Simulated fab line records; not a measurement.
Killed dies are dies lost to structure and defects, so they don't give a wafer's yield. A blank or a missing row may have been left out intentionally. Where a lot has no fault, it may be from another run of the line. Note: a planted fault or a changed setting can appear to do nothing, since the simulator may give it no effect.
Chamber matching | flow berkeley cmos170 | rie diel-01 running UCB170_GATE_ETCH_14: 4 sister chambers
The step etches BARC in N2/H2. 4 wafers are shown with their chamber, then 7 later ones without.

== WAFERS PAIRED WITH THEIR CHAMBERS ==
wafer  | chamber | throttle valve pct (%)
L746.6 | 3       | 13.11
L756.4 | 0       | 13.62
L758.1 | 1       | 13.32
L758.4 | 2       | 13.41

== WAFERS WHOSE CHAMBER IS MISSING ==
wafer  | throttle valve pct (%)
L758.6 | 13.31
L761.1 | 13.11
L761.2 | 13.31
L761.5 | 13.11
L762.4 | 13.32
L762.5 | 13.62
L762.6 | 13.32

== WHICH CHAMBER EACH ONE RAN IN ==
wafer  | from the rows above | in truth
L758.6 | 1                   | 1
L761.1 | 3                   | 3
L761.2 | 1                   | 1
L761.5 | 3                   | 3
L762.4 | 1                   | 1
L762.5 | 0                   | 0
L762.6 | 1                   | 1
Placed correctly: 7 of 7. Number that these rows cannot place: 0. Wrongly placed: 0.
How it was worked out, from the rows above alone: a wafer's distance from a chamber is the root of the sum, over the readings, of the square of ((its reading less the chamber's mean) divided by the reading's scatter). The wafer belongs to the nearest chamber; if the next one is less than 2 further off, it can't be placed. For every chamber, the mean is computed from those of its wafers that are shown. The scatter (one wafer shown for each chamber): square how far every hidden wafer sits from the nearest shown wafer, average those squares and take the square root.
